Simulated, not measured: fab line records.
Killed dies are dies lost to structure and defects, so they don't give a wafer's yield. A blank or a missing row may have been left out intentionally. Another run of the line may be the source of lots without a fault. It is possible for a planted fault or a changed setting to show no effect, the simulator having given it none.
Struck lot and sound lot, side by side    flow rit_cmos    17 steps out of a route of 202
Sound: wafers L744.3, L744.4, L744.6. Struck: wafers L748.1, L748.3, L748.4. Last of all comes the cause.
Per side, at each step with rows, come the tool, then ch with its chambers, and then its first start. Under that, the readings that differ: sound wafers    struck wafers    difference of the means    sigmas: that difference in standard deviations of wafers without a fault.
alike: words and numbers the same on both sides, and readings whose means are apart by under 2 such deviations; not compared: readings that were withheld, readings missing a value for some wafer, numbers with overlapping values and no deviation given by the record, and bounds like >300 which may hide the same value.
A row with sigmas, a row that says differs or no value, or rows on one side alone: a step with any of these is where the two part. Non-overlapping numbers with no deviation appear without sigmas and do not part them. Lack of a reading on every wafer of one side parts them only where that side has two or more wafers.

first, 1 step without rows for these wafers: RIT_PSD_IMPLANT_08.
RIT_PSD_STRIP_09: strips in O2, time 180 s.
  sound on plasma_asher-04 ch 0,1, day 5 21:29; struck on plasma_asher-02 ch 0,1, day 6 15:18
  alike: drypump_motor_current_A, o2_flow_sccm
  not compared: rf_hours_counter_h
RIT_PSD_TW_MEAS_10:
  sound: film_metro-03 at day 5 21:37; struck: film_metro-02 at day 6 15:28
reading  sound           struck          difference  sigmas
PSD_TW   3479 3495 3491  3394 3401 3405  -88         -2
then, 3 steps without rows for these wafers: RIT_SDANNEAL_CLEAN_00 (cleans in SC1, time 600 s); RIT_SDANNEAL_CLEAN_01 (cleans in dHF, time 30 s); RIT_SDANNEAL_CLEAN_02 (cleans in SC2, time 600 s).
RIT_SDANNEAL_RTA_03: time 5 s.
  sound on rtp_anneal-02 ch 0, day 5 22:03; struck on rtp_anneal-02 ch 0, day 6 15:56
  alike: wafer_temp_C_max
RIT_SDANNEAL_RS_MEAS_04: a four-point-probe measurement.
  sound: film_metro-04 at day 5 22:07; struck: film_metro-04 at day 6 15:59
  alike: PSD_RS
RIT_SDANNEAL_RS_MEAS_05: a four-point-probe measurement.
  sound: film_metro-04 at day 5 22:14; struck: film_metro-04 at day 6 16:07
reading          sound              struck             difference  sigmas
NSD_RS (ohm/sq)  84.08 83.71 83.90  84.62 84.82 84.97  +0.91       +3
RIT_SDANNEAL_RS_MEAS_06: a four-point-probe measurement.
  sound: film_metro-04 at day 5 22:22; struck: film_metro-04 at day 6 16:14
reading           sound              struck             difference  sigmas
PLDD_RS (ohm/sq)  178.1 178.6 178.7  179.1 179.2 179.7  +0.9        +2
RIT_SDANNEAL_RS_MEAS_07: a four-point-probe measurement.
  sound: film_metro-04 at day 5 22:29; struck: film_metro-04 at day 6 16:21
  alike: NLDD_RS
then, 1 step without rows for these wafers: RIT_SILICIDE_WET_ETCH_00 (etches SiO2 in BOE, target depth 14 nm, time 15 s).
RIT_SILICIDE_SPUTTER_01: material Ti, target thk 30 nm, time 229.8 s.
  sound: pvd_sputter-01 at day 5 22:35; struck: pvd_sputter-04 at day 6 16:29
  no value came back on the struck wafers for cathode_dc_power_W (W), chamber_pressure_pa (Pa), throttle_valve_pct (%), time_s (s); on the sound wafers cathode_dc_power_W (W) reads 350.01 350.07 349.91
RIT_SILICIDE_RS_MEAS_02: a four-point-probe measurement.
  sound: film_metro-02 at day 5 22:46; struck: film_metro-01 at day 6 16:38
reading                  sound           struck  difference                     sigmas
SILICIDE_TI_RS (ohm/sq)  51.0 51.5 50.5  - - -   no value on the struck wafers  
RIT_SILICIDE_THK_MEAS_03: measures by xrf.
  sound: film_metro-02 at day 5 22:52; struck: film_metro-01 at day 6 16:45
reading               sound           struck          difference  sigmas
SILICIDE_TI_THK (nm)  29.0 28.9 29.3  <0.0 <0.0 <0.0  differs     
RIT_SILICIDE_RTA_04: time 10 s, ramp up 5 s, ramp down 5 s.
  sound on rtp_anneal-01 ch 0, day 5 22:56; struck on rtp_anneal-01 ch 0, day 6 16:49
  alike: wafer_temp_C_max
RIT_M1_PROBE_99:
  record: rows for the struck wafers here (prober-02, day 6 23:32), none for the sound ones

## WHERE THEY PART
First at RIT_PSD_TW_MEAS_10; last, within this record, at RIT_M1_PROBE_99.

WHY: what had been put in by the simulator
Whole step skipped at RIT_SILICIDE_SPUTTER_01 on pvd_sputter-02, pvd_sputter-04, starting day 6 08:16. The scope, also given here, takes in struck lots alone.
